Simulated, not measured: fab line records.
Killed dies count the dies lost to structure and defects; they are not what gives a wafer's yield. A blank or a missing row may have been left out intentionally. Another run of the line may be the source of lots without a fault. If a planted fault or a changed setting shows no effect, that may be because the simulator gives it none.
fab line records	flow berkeley_cmos170
record lots=14	wafers=42	last_day=11
route steps=331 shown NWELL@16 CONTACT@226 V1@258 M2@291
lots with no fault: from the same line, run without faults
start_h: hours from the record's first day to the start of the lot's first wafer shown	wait_h: hours since the lot's step before	" the same as in the row above	L1.1+2: a single row standing in for several wafers	- no value, or no start given	* or withheld: withheld	< > ~ a bound
route shown NAME@n: NAME is a module with steps in the file, n the number in the route of the first one	usual: average and standard deviation across the fault-free wafers	same: alike in all rows	chamber/n: place in a boat	sites: each site's reading	_std_site: how widely they spread, as a standard deviation	_edge_site: outer sites' mean less inner sites'	radius_mm: for every site, how far away it sits from the centre of the wafer	mask NAME#n: copy n	behind: the tool/chamber that last shaped the wafer	hold: what put the lot on hold/how long, in hours/how the hold closed	device: which transistor (n, p or np) failed to switch	end of line: tests run on the same wafers once the route is complete	a step without rows: its recipe alone	killed: count of dies lost to structure and defects at first sort (not the wafer's yield)	map: a wafer's dies, marking killed ones x, the rest . and places with no die _
set.NAME: setting as actually run; set.NAME@STEP: the setting as run at that earlier step	model.NAME: the simulator's own value behind a step, which no gauge read
a sample of lots followed through the steps of the route, with each step as a table and each wafer as a row
services: a tool's chamber out of use, with start hour (start_h, from the record's first day; less than 0 if before it), hours out, and reason
## steps
# step UCB170_NWELL_THK_MEAS_02
# recipe reads=SiO2_of_NWELL_OXIDATION_01
# usual NWELL_OXIDE_THK=26.3/0.42
lot.wafer	tool	chamber	start_h	wait_h	NWELL_OXIDE_THK[nm]
L974.3	film_metro-04	-	20.24	0.0	26.0
L974.4	"	-	"	"	25.8
L974.5	"	-	"	"	25.8
L975.1	film_metro-02	-	30.68	0.0	26.7
L975.2	"	-	"	"	26.8
L975.5	"	-	"	"	26.3
L978.2	film_metro-02	-	42.05	0.0	25.4
L978.3	"	-	"	"	26.0
L978.5	"	-	"	"	26.0
L979.1	film_metro-02	-	49.07	0.0	26.5
L979.3	"	-	"	"	26.6
L979.6	"	-	"	"	26.7
L980.2	film_metro-02	-	52.45	0.0	26.5
L980.5	"	-	"	"	26.8
L980.6	"	-	"	"	26.6
L981.3	film_metro-02	-	54.60	0.0	25.8
L981.4	"	-	"	"	25.9
L981.5	"	-	"	"	25.6
L983.2	film_metro-01	-	76.65	0.0	26.6
L983.4	"	-	"	"	26.8
L983.5	"	-	"	"	26.7
L987.1	film_metro-04	-	93.22	0.0	27.0
L987.2	"	-	"	"	27.0
L987.3	"	-	"	"	26.7
L988.1	film_metro-02	-	93.22	0.0	26.9
L988.2	"	-	"	"	27.1
L988.6	"	-	"	"	27.3
L991.1	film_metro-01	-	114.51	0.0	25.6
L991.2	"	-	"	"	25.6
L991.6	"	-	"	"	25.8
L994.3	film_metro-01	-	125.42	0.0	26.8
L994.4	"	-	"	"	26.6
L994.5	"	-	"	"	26.8
L993.2	film_metro-02	-	125.45	0.1	26.0
L993.5	"	-	"	"	26.0
L993.6	"	-	"	"	26.1
L995.1	film_metro-01	-	130.68	0.0	26.0
L995.3	"	-	"	"	26.1
L995.6	"	-	"	"	26.4
L996.1	film_metro-02	-	134.49	0.0	25.8
L996.2	"	-	"	"	25.5
L996.5	"	-	"	"	25.6
# step UCB170_CONTACT_COAT_10
# recipe resist=KrF	spin_rpm=1500	resist_thk_nm=900
# usual dispense_pressure_kPa=53.9/2.6
lot.wafer	tool	chamber	start_h	wait_h	dispense_pressure_kPa
L975.1	litho_track-04	0	152	-	56.4
L975.2	"	0	"	"	56.4
L975.5	"	0	"	"	56.3
L974.3	litho_track-02	0	152	-	55.4
L974.4	"	0	"	"	55.4
L974.5	"	0	"	"	55.4
L978.2	litho_track-02	0	166	-	55.4
L978.3	"	0	"	"	55.4
L978.5	"	0	"	"	55.4
L981.3	litho_track-02	0	171	-	55.4
L981.4	"	0	"	"	55.4
L981.5	"	0	"	"	55.4
L979.1	litho_track-03	0	171	-	50.2
L979.3	"	0	"	"	50.2
L979.6	"	0	"	"	50.2
L980.2	litho_track-02	0	173	-	55.4
L980.5	"	0	"	"	55.4
L980.6	"	0	"	"	55.4
L983.2	litho_track-04	0	195	-	56.4
L983.4	"	0	"	"	56.4
L983.5	"	0	"	"	56.4
L988.1	litho_track-02	0	210	-	55.4
L988.2	"	0	"	"	55.4
L988.6	"	0	"	"	55.4
L987.1	litho_track-03	0	211	-	50.2
L987.2	"	0	"	"	50.3
L987.3	"	0	"	"	50.2
L991.1	litho_track-04	0	232	-	56.3
L991.2	"	0	"	"	56.3
L991.6	"	0	"	"	56.3
L993.2	litho_track-03	0	240	-	50.3
L993.5	"	0	"	"	50.2
L993.6	"	0	"	"	50.2
L994.3	litho_track-04	0	240	-	56.3
L994.4	"	0	"	"	56.3
L994.5	"	0	"	"	56.3
L995.1	litho_track-03	0	247	-	50.2
L995.3	"	0	"	"	50.2
L995.6	"	0	"	"	50.2
L996.1	litho_track-02	0	249	-	55.4
L996.2	"	0	"	"	55.3
L996.5	"	0	"	"	55.4
# step UCB170_CONTACT_CD_MEAS_15
# recipe target_cd_nm=700
# usual cd_nm=699.9/1.8
lot.wafer	tool	chamber	start_h	wait_h	cd_nm
L975.1	cd_sem-01	-	152.94	-	701.6
L975.2	"	-	"	"	701.5
L975.5	"	-	"	"	702.8
L974.3	cd_sem-02	-	153.21	-	700.4
L974.4	"	-	"	"	700.7
L974.5	"	-	"	"	701.5
L978.2	cd_sem-02	-	168.18	-	697.8
L978.3	"	-	"	"	699.7
L978.5	"	-	"	"	699.3
L981.3	cd_sem-01	-	172.31	-	699.2
L981.4	"	-	"	"	698.4
L981.5	"	-	"	"	698.2
L979.1	cd_sem-02	-	172.58	-	697.8
L979.3	"	-	"	"	698.3
L979.6	"	-	"	"	697.8
L980.2	cd_sem-01	-	173.75	-	698.5
L980.5	"	-	"	"	698.0
L980.6	"	-	"	"	699.8
L983.2	cd_sem-02	-	196.42	-	697.8
L983.4	"	-	"	"	696.8
L983.5	"	-	"	"	698.8
L988.1	cd_sem-02	-	211.60	-	699.2
L988.2	"	-	"	"	698.1
L988.6	"	-	"	"	699.6
L987.1	cd_sem-02	-	212.32	-	698.0
L987.2	"	-	"	"	697.1
L987.3	"	-	"	"	698.5
L991.1	cd_sem-02	-	233.14	-	734.9
L991.2	"	-	"	"	735.0
L991.6	"	-	"	"	735.1
L994.3	cd_sem-02	-	241.40	-	731.4
L994.4	"	-	"	"	731.8
L994.5	"	-	"	"	730.9
L993.2	cd_sem-01	-	241.65	-	701.8
L993.5	"	-	"	"	701.0
L993.6	"	-	"	"	699.6
L995.1	cd_sem-01	-	248.56	-	698.9
L995.3	"	-	"	"	700.3
L995.6	"	-	"	"	699.6
L996.1	cd_sem-01	-	250.00	-	700.9
L996.2	"	-	"	"	700.6
L996.5	"	-	"	"	702.0
# step UCB170_CONTACT_STRIP_19
# recipe chemistry=O2	power_w=400	pressure_mtorr=3500	platen_temp_c=withheld	o2_flow_sccm=400	overash_fraction=0.5
# usual drypump_motor_current_A=5.7/0.35	oes_product_au=0.725/0.0045
lot.wafer	tool	chamber	start_h	wait_h	drypump_motor_current_A	oes_product_au	rf_hours_counter_h
L975.1	plasma_asher-02	0	153.27	-	5.7	0.731	47
L975.2	"	1	"	"	5.3	0.720	47
L975.5	"	0	"	"	5.6	0.722	-
L974.3	plasma_asher-03	0	153.52	-	6.5	0.729	-
L974.4	"	1	"	"	5.3	0.729	-
L974.5	"	1	"	"	5.3	0.728	-
L978.2	plasma_asher-02	0	168.48	-	5.7	0.729	49
L978.3	"	0	"	"	5.7	0.729	-
L978.5	"	0	"	"	5.6	0.725	-
L981.3	plasma_asher-02	0	172.62	-	5.7	0.730	-
L981.4	"	1	"	"	5.3	0.734	-
L981.5	"	0	"	"	5.7	0.723	-
L979.1	plasma_asher-04	0	172.90	-	5.8	0.732	32
L979.3	"	0	"	"	5.8	0.723	-
L979.6	"	1	"	"	5.7	0.728	-
L980.2	plasma_asher-04	1	174.05	-	5.7	0.718	32
L980.5	"	1	"	"	5.7	0.723	-
L980.6	"	0	"	"	5.8	0.721	-
L983.2	plasma_asher-04	0	196.72	-	5.8	0.722	35
L983.4	"	0	"	"	5.8	0.729	-
L983.5	"	0	"	"	5.8	0.727	-
L988.1	plasma_asher-02	0	211.92	-	5.7	0.726	54
L988.2	"	1	"	"	5.3	0.723	54
L988.6	"	0	"	"	5.7	0.716	-
L987.1	plasma_asher-04	1	212.65	-	5.7	0.728	36
L987.2	"	0	"	"	5.8	0.726	36
L987.3	"	0	"	"	5.8	0.730	-
L991.1	plasma_asher-03	0	233.46	-	6.4	0.479	56
L991.2	"	1	"	"	5.2	0.484	56
L991.6	"	0	"	"	6.4	0.482	-
L994.3	plasma_asher-04	1	241.72	-	5.7	0.480	-
L994.4	"	0	"	"	5.8	0.481	-
L994.5	"	1	"	"	5.7	0.486	-
L993.2	plasma_asher-02	0	241.96	-	5.7	0.728	58
L993.5	"	1	"	"	5.3	0.732	-
L993.6	"	0	"	"	5.7	0.721	-
L995.1	plasma_asher-04	0	248.88	-	5.8	0.725	41
L995.3	"	1	"	"	5.7	0.723	-
L995.6	"	0	"	"	5.8	0.727	-
L996.1	plasma_asher-04	0	250.33	-	5.8	0.727	41
L996.2	"	1	"	"	5.7	0.733	41
L996.5	"	1	"	"	5.7	0.723	-
# step UCB170_V1_THK_MEAS_04
# recipe reads=SiO2_of_V1_CVD_00
# usual V1_POLISHED_THK=1016.8/1.1
lot.wafer	tool	chamber	start_h	wait_h	V1_POLISHED_THK[nm]
L975.1	film_metro-02	-	160.37	0.1	1016.4
L975.2	"	-	"	"	1018.2
L975.5	"	-	"	"	1016.1
L974.3	film_metro-04	-	160.39	0.1	1017.7
L974.4	"	-	"	"	1016.5
L974.5	"	-	"	"	1017.0
L978.2	film_metro-01	-	179.44	0.1	1017.8
L978.3	"	-	"	"	1017.0
L978.5	"	-	"	"	1017.6
L981.3	film_metro-02	-	179.49	0.1	1016.9
L981.4	"	-	"	"	1017.6
L981.5	"	-	"	"	1017.2
L980.2	film_metro-02	-	179.78	0.1	1016.8
L980.5	"	-	"	"	1015.8
L980.6	"	-	"	"	1018.2
L979.1	film_metro-02	-	180.03	0.1	1017.0
L979.3	"	-	"	"	1017.1
L979.6	"	-	"	"	1016.1
L983.2	film_metro-04	-	203.34	0.1	1016.6
L983.4	"	-	"	"	1017.1
L983.5	"	-	"	"	1016.0
L988.1	film_metro-04	-	218.12	0.1	1016.1
L988.2	"	-	"	"	1016.7
L988.6	"	-	"	"	1015.5
L987.1	film_metro-02	-	220.38	0.1	1018.0
L987.2	"	-	"	"	1016.2
L987.3	"	-	"	"	1015.1
L991.1	film_metro-02	-	242.94	0.1	1017.8
L991.2	"	-	"	"	1017.7
L991.6	"	-	"	"	1017.0
L994.3	film_metro-04	-	256.60	0.1	1017.3
L994.4	"	-	"	"	1016.0
L994.5	"	-	"	"	1017.5
L993.2	film_metro-01	-	256.63	0.1	1017.3
L993.5	"	-	"	"	1016.6
L993.6	"	-	"	"	1016.3
L995.1	film_metro-01	-	256.87	0.1	1016.8
L995.3	"	-	"	"	1016.7
L995.6	"	-	"	"	1015.6
L996.1	film_metro-02	-	257.17	0.1	1017.3
L996.2	"	-	"	"	1015.3
L996.5	"	-	"	"	1016.2
# step UCB170_M2_CD_MEAS_90
# recipe target_cd_nm=700
# usual cd_nm=698.4/2.3
lot.wafer	tool	chamber	start_h	wait_h	cd_nm
L974.3	cd_sem-01	-	165.38	0.1	693.8
L974.4	"	-	"	"	700.4
L974.5	"	-	"	"	702.1
L975.1	cd_sem-02	-	165.98	0.1	695.3
L975.2	"	-	"	"	697.8
L975.5	"	-	"	"	697.3
L978.2	cd_sem-02	-	185.67	0.1	695.1
L978.3	"	-	"	"	693.6
L978.5	"	-	"	"	697.0
L981.3	cd_sem-01	-	186.35	0.1	698.9
L981.4	"	-	"	"	697.0
L981.5	"	-	"	"	701.0
L980.2	cd_sem-02	-	186.97	0.1	702.1
L980.5	"	-	"	"	695.2
L980.6	"	-	"	"	695.6
L979.1	cd_sem-01	-	187.13	0.1	699.0
L979.3	"	-	"	"	700.8
L979.6	"	-	"	"	700.3
L983.2	cd_sem-02	-	207.85	0.1	697.4
L983.4	"	-	"	"	698.9
L983.5	"	-	"	"	698.7
L988.1	cd_sem-02	-	224.28	0.1	698.5
L988.2	"	-	"	"	694.7
L988.6	"	-	"	"	698.9
L987.1	cd_sem-02	-	225.55	0.1	697.1
L987.2	"	-	"	"	699.0
L987.3	"	-	"	"	699.6
L991.1	cd_sem-02	-	247.73	0.1	701.1
L991.2	"	-	"	"	699.3
L991.6	"	-	"	"	699.6
L994.3	cd_sem-02	-	261.74	0.1	699.2
L994.4	"	-	"	"	699.7
L994.5	"	-	"	"	698.0
L993.2	cd_sem-02	-	262.27	0.1	695.7
L993.5	"	-	"	"	697.3
L993.6	"	-	"	"	695.1
L995.1	cd_sem-01	-	262.42	0.1	696.2
L995.3	"	-	"	"	697.6
L995.6	"	-	"	"	696.6
L996.1	cd_sem-01	-	262.97	0.1	701.1
L996.2	"	-	"	"	698.2
L996.5	"	-	"	"	697.0
## services
tool	chamber	start_h	hours	kind
plasma_asher-04	-	179.09	1.3	repair
plasma_asher-04	-	187.54	2.3	repair
litho_track-04	-	197.44	-	consumable_replace:filter
## key
first_sign step=UCB170_CONTACT_CD_MEAS_15	reading=cd_nm	direction=up	sigmas=18	usual=699.9	struck=733.2	through=control_loop
effect step=UCB170_CONTACT_STRIP_19	reading=oes_product_au	direction=down	sigmas=54	usual=0.725	struck=0.482	through=control_loop
met_at UCB170_CONTACT_COAT_10
struck_lots L991,L994
tester_left_out L991,L994
loop_trim step=UCB170_CONTACT_EXPOSE_12	setting=dose	lots=L994
not_acting_at UCB170_NWELL_THK_MEAS_02,UCB170_V1_THK_MEAS_04,UCB170_M2_CD_MEAS_90
onset_between 195 232
fault kind=process_parameter_drift	tool=litho_track-04	chamber=-	onset_h=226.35	steps=UCB170_CONTACT_COAT_10	channel=resist_thk_nm	offset=*	shape=step	end_h=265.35	acts_in=*	stated=*
# tester_left_out: of these lots the tester's yield and bins aren't shown, on N5 and GAA mostly nor the transistor test; their killed dies are dies lost to structure and defects alone, not to doping, threshold or leakage, so they don't give the yield
# loop_trim: a control loop set the setting to another value than it would have without faults
